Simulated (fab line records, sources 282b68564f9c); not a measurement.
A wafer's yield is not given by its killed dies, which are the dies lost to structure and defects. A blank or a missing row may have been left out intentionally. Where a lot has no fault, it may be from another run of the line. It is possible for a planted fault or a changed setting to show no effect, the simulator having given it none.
fab line records || flow ritCmos
record: {"lots": 13, "wafers": 39, "lastDay": 7}
route steps=202 shown FOX2@26
lots untouched by any fault: they come from a run of this same line in which no faults occurred
startH: hours from the record's first day to the start of the lot's first wafer shown || waitH: hours elapsed since this lot's preceding step || " repeats the value in the row above || L1.1+2: a single row standing in for several wafers || - no value, or no start given || * or withheld: withheld || < > ~ a bound
route shown NAME@n: names a module that has steps shown in the file, with the first one's number in the route || usual: mean and standard deviation over wafers with no fault || same: alike in all rows || chamber/n: place in a boat || sites: per-site readings || _std_site: the values' standard deviation || _edge_site: the outer-site mean with the inner-site mean subtracted || radiusMm: for every site, how far away it sits from the centre of the wafer || mask NAME#n: copy n || behind: the last tool/chamber to shape the wafer || hold: the reason the lot was held/the length of the hold in hours/how it ended || device: transistor that didn't switch, given as n, p or np || end of line: tests of these same wafers at the route's end || for a step that has no rows: nothing shown but its recipe || killed: not the wafer's yield, but the dies lost to structure and defects at the first sort || map: per-die view of a wafer (x killed, . not killed, _ where there is no die)
set.NAME: setting as actually run; set.NAME@STEP: the setting as run at that earlier step || model.NAME: the simulator's own value behind a step, which no gauge read
route steps across a sampled set of lots; one table per step, one row per wafer
services: a tool's chamber out of use, with start hour (startH, from the record's first day; less than 0 if before it), hours out, and reason
== steps ==
step: RIT_FOX2_WET_ETCH_03
recipe: {"chemistry": "H3PO4", "target": "Si3N4", "targetDepthNm": 195, "tempC": 165, "timeS": 2700}
usual: {"bathHeatDutyPct": "27/3.6", "runLengthS": "2728/3.8"}
{"lot.wafer": "L450.2", "tool": "wetBench-02", "chamber": 3, "startH": 22.46, "waitH": 0.0, "bathHeatDutyPct": 30, "runLengthS": 2727}
{"lot.wafer": "L450.5", "tool": "wetBench-02", "chamber": 3, "startH": 22.46, "waitH": 0.0, "bathHeatDutyPct": 33, "runLengthS": 2727}
{"lot.wafer": "L450.6", "tool": "wetBench-02", "chamber": 3, "startH": 22.46, "waitH": 0.0, "bathHeatDutyPct": 32, "runLengthS": 2727}
{"lot.wafer": "L452.1", "tool": "wetBench-04", "chamber": 3, "startH": 32.56, "waitH": 0.0, "bathHeatDutyPct": 23, "runLengthS": 2728}
{"lot.wafer": "L452.2", "tool": "wetBench-04", "chamber": 3, "startH": 32.56, "waitH": 0.0, "bathHeatDutyPct": 22, "runLengthS": 2728}
{"lot.wafer": "L452.3", "tool": "wetBench-04", "chamber": 3, "startH": 32.56, "waitH": 0.0, "bathHeatDutyPct": 21, "runLengthS": 2728}
{"lot.wafer": "L455.2", "tool": "wetBench-02", "chamber": 2, "startH": 46.69, "waitH": 0.0, "bathHeatDutyPct": 26, "runLengthS": 2724}
{"lot.wafer": "L455.4", "tool": "wetBench-02", "chamber": 2, "startH": 46.69, "waitH": 0.0, "bathHeatDutyPct": 26, "runLengthS": 2724}
{"lot.wafer": "L455.6", "tool": "wetBench-02", "chamber": 2, "startH": 46.69, "waitH": 0.0, "bathHeatDutyPct": 24, "runLengthS": 2724}
{"lot.wafer": "L456.3", "tool": "wetBench-02", "chamber": 0, "startH": 50.99, "waitH": 0.0, "bathHeatDutyPct": 26, "runLengthS": 2732}
{"lot.wafer": "L456.4", "tool": "wetBench-02", "chamber": 0, "startH": 50.99, "waitH": 0.0, "bathHeatDutyPct": 28, "runLengthS": 2732}
{"lot.wafer": "L456.5", "tool": "wetBench-02", "chamber": 0, "startH": 50.99, "waitH": 0.0, "bathHeatDutyPct": 26, "runLengthS": 2732}
{"lot.wafer": "L460.3", "tool": "wetBench-01", "chamber": 1, "startH": 71.20, "waitH": 0.0, "bathHeatDutyPct": 35, "runLengthS": 2728}
{"lot.wafer": "L460.4", "tool": "wetBench-01", "chamber": 1, "startH": 71.20, "waitH": 0.0, "bathHeatDutyPct": 36, "runLengthS": 2728}
{"lot.wafer": "L460.5", "tool": "wetBench-01", "chamber": 1, "startH": 71.20, "waitH": 0.0, "bathHeatDutyPct": 36, "runLengthS": 2728}
{"lot.wafer": "L461.1", "tool": "wetBench-04", "chamber": 1, "startH": 77.66, "waitH": 0.0, "bathHeatDutyPct": 31, "runLengthS": 2725}
{"lot.wafer": "L461.2", "tool": "wetBench-04", "chamber": 1, "startH": 77.66, "waitH": 0.0, "bathHeatDutyPct": 31, "runLengthS": 2725}
{"lot.wafer": "L461.5", "tool": "wetBench-04", "chamber": 1, "startH": 77.66, "waitH": 0.0, "bathHeatDutyPct": 30, "runLengthS": 2725}
{"lot.wafer": "L462.1", "tool": "wetBench-02", "chamber": 2, "startH": 84.30, "waitH": 0.0, "bathHeatDutyPct": 24, "runLengthS": 2733}
{"lot.wafer": "L462.2", "tool": "wetBench-02", "chamber": 2, "startH": 84.30, "waitH": 0.0, "bathHeatDutyPct": 26, "runLengthS": 2733}
{"lot.wafer": "L462.6", "tool": "wetBench-02", "chamber": 2, "startH": 84.30, "waitH": 0.0, "bathHeatDutyPct": 25, "runLengthS": 2733}
{"lot.wafer": "L463.1", "tool": "wetBench-04", "chamber": 3, "startH": 93.60, "waitH": 0.0, "bathHeatDutyPct": 21, "runLengthS": 2735}
{"lot.wafer": "L463.2", "tool": "wetBench-04", "chamber": 3, "startH": 93.60, "waitH": 0.0, "bathHeatDutyPct": 23, "runLengthS": 2735}
{"lot.wafer": "L463.3", "tool": "wetBench-04", "chamber": 3, "startH": 93.60, "waitH": 0.0, "bathHeatDutyPct": 23, "runLengthS": 2735}
{"lot.wafer": "L464.1", "tool": "wetBench-04", "chamber": 3, "startH": 93.60, "waitH": 0.0, "bathHeatDutyPct": 24, "runLengthS": 2734}
{"lot.wafer": "L464.2", "tool": "wetBench-04", "chamber": 3, "startH": 93.60, "waitH": 0.0, "bathHeatDutyPct": 24, "runLengthS": 2734}
{"lot.wafer": "L464.6", "tool": "wetBench-04", "chamber": 3, "startH": 93.60, "waitH": 0.0, "bathHeatDutyPct": 22, "runLengthS": 2734}
{"lot.wafer": "L466.2", "tool": "wetBench-02", "chamber": 0, "startH": 105.35, "waitH": 0.0, "bathHeatDutyPct": 27, "runLengthS": 4345}
{"lot.wafer": "L466.4", "tool": "wetBench-02", "chamber": 0, "startH": 105.35, "waitH": 0.0, "bathHeatDutyPct": 29, "runLengthS": 4345}
{"lot.wafer": "L466.6", "tool": "wetBench-02", "chamber": 0, "startH": 105.35, "waitH": 0.0, "bathHeatDutyPct": 27, "runLengthS": 4345}
{"lot.wafer": "L471.3", "tool": "wetBench-04", "chamber": 3, "startH": 126.29, "waitH": 0.0, "bathHeatDutyPct": 21, "runLengthS": 2727}
{"lot.wafer": "L471.4", "tool": "wetBench-04", "chamber": 3, "startH": 126.29, "waitH": 0.0, "bathHeatDutyPct": 25, "runLengthS": 2727}
{"lot.wafer": "L471.6", "tool": "wetBench-04", "chamber": 3, "startH": 126.29, "waitH": 0.0, "bathHeatDutyPct": 23, "runLengthS": 2727}
{"lot.wafer": "L472.1", "tool": "wetBench-02", "chamber": 3, "startH": 134.69, "waitH": 0.0, "bathHeatDutyPct": 30, "runLengthS": 2726}
{"lot.wafer": "L472.3", "tool": "wetBench-02", "chamber": 3, "startH": 134.69, "waitH": 0.0, "bathHeatDutyPct": 31, "runLengthS": 2726}
{"lot.wafer": "L472.4", "tool": "wetBench-02", "chamber": 3, "startH": 134.69, "waitH": 0.0, "bathHeatDutyPct": 31, "runLengthS": 2726}
{"lot.wafer": "L473.1", "tool": "wetBench-01", "chamber": 2, "startH": 138.50, "waitH": 0.0, "bathHeatDutyPct": 27, "runLengthS": 2726}
{"lot.wafer": "L473.2", "tool": "wetBench-01", "chamber": 2, "startH": 138.50, "waitH": 0.0, "bathHeatDutyPct": 28, "runLengthS": 2726}
{"lot.wafer": "L473.5", "tool": "wetBench-01", "chamber": 2, "startH": 138.50, "waitH": 0.0, "bathHeatDutyPct": 28, "runLengthS": 2726}
== services ==
{"tool": "wetBench-04", "chamber": "-", "startH": 19.21, "hours": 6.3, "kind": "repair"}
== key ==
firstSign: {"step": "RIT_FOX2_WET_ETCH_03", "reading": "runLengthS", "direction": "up", "sigmas": "99+", "usual": "*", "struck": "*"}
effect none on later readings
metAt RIT_FOX2_WET_ETCH_03
struckLots L466
struckWafers L466.2,L466.4,L466.6
testerLeftOut L466
onsetBetween 50.99 105.35
fault: {"kind": "processParameterDrift", "tool": "wetBench-02", "chamber": 0, "onsetH": 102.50, "steps": "RIT_FOX2_WET_ETCH_03", "channel": "timeS", "offset": "*", "shape": "step", "endH": 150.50, "actsIn": "*", "stated": "*"}
testerLeftOut: of these lots the tester's yield and bins aren't shown, on N5 and GAA mostly nor the transistor test; their killed dies are dies lost to structure and defects alone, not to doping, threshold or leakage, so they don't give the yield
